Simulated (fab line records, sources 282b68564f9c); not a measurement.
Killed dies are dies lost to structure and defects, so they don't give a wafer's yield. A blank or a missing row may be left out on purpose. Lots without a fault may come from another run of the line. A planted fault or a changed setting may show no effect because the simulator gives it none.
One fault seen from 2 desks | flow rit_cmos | each desk has only its own numbers; what lay behind them comes last

THE TOOL OWNER'S DESK: implanter-03
The tool's own readings at RIT_NSD_IMPLANT_08: means of the sampled wafers that have a number, for each lot that ran on this tool. A lot is out of limits, marked OUT, if its mean lies more than 4 standard deviations from the usual mean; the brackets give that distance.
Columns: A = dose_ions_cm2 at RIT_NSD_IMPLANT_08, usual 1e+15; B = faraday_current_uA at RIT_NSD_IMPLANT_08, usual 3119
lot  | first seen here | A                       | B
L689 | day 3 02:41     | 1e+15                   | 3122
L691 | day 3 16:10     | 1e+15                   | 3122
L692 | day 3 19:05     | 1e+15                   | 3089
L693 | day 4 00:05     | 1e+15                   | 3190
L695 | day 4 08:44     | 1e+15                   | 3126
L696 | day 4 13:26     | 1e+15                   | 3044
L698 | day 5 06:27     | 1e+15                   | 3156
L705 | day 6 11:51     | 7e+14 (-99 or more) OUT | 2218 (-15) OUT
L706 | day 6 16:23     | 7e+14 (-99 or more) OUT | 2268 (-14) OUT
L707 | day 6 19:19     | 7e+14 (-99 or more) OUT | 2222 (-15) OUT
This desk's finding: out of limits on L705, L706, L707; first on L705, day 6 11:51 (dose_ions_cm2 at RIT_NSD_IMPLANT_08). In limits: L689, L691, L692, L693, L695, L696, L698.

THE METROLOGY DESK
What the gauges read, lot by lot, whatever tool the lot ran on: means of the sampled wafers that have a number. A lot is out of limits, marked OUT, if its mean lies more than 4 standard deviations from the usual mean; the brackets give that distance.
Columns: A = NSD_TW at RIT_NSD_TW_MEAS_10, usual 3058; B = NSD_RS at RIT_SDANNEAL_RS_MEAS_05, usual 84.6 ohm/sq
lot  | first seen here | A               | B
L689 | day 3 03:01     | 3040            | 84.4
L690 | day 3 09:54     | 3039            | 84.3
L691 | day 3 16:29     | 3042            | 85.0
L692 | day 3 19:24     | 3031            | 84.5
L693 | day 4 00:22     | 3031            | 84.7
L694 | day 4 07:02     | 3121            | 84.3
L695 | day 4 09:04     | 3034            | 84.4
L696 | day 4 13:43     | 3015            | 84.5
L697 | day 4 22:06     | 3019            | 84.8
L698 | day 5 06:46     | 3118            | 84.7
L705 | day 6 12:11     | 2871 (-5.2) OUT | 111.7 (+85) OUT
L706 | day 6 16:41     | 2849 (-5.8) OUT | 110.1 (+80) OUT
L707 | day 6 19:38     | 2889 (-4.7) OUT | 111.0 (+83) OUT
L710 | day 7 10:36     | 3038            | 84.7
L712 | day 7 21:39     | 3029            | 85.0
This desk's finding: out of limits on L705, L706, L707; first on L705, day 6 12:11 (NSD_TW at RIT_NSD_TW_MEAS_10). In limits: L689, L690, L691, L692, L693, L694, L695, L696, L697, L698, L710, L712.

PUT TOGETHER
The tool owner's desk could have raised an alarm at day 6 11:51, on L705, L706, L707.
The metrology desk could have raised an alarm at day 6 12:11, on L705, L706, L707.
Of the lots named, all ran RIT_NSD_IMPLANT_08 on implanter-03.

WHAT THE SIMULATOR HAD PUT IN
Process parameter drift: implanter-03, from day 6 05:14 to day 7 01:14, at RIT_NSD_IMPLANT_08. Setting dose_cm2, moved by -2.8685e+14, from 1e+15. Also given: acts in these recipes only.
Lots struck among those shown: L705, L706, L707.
Hours from the fault's start to each desk's first reading out of limits: the tool owner's desk, 7; the metrology desk, 7.
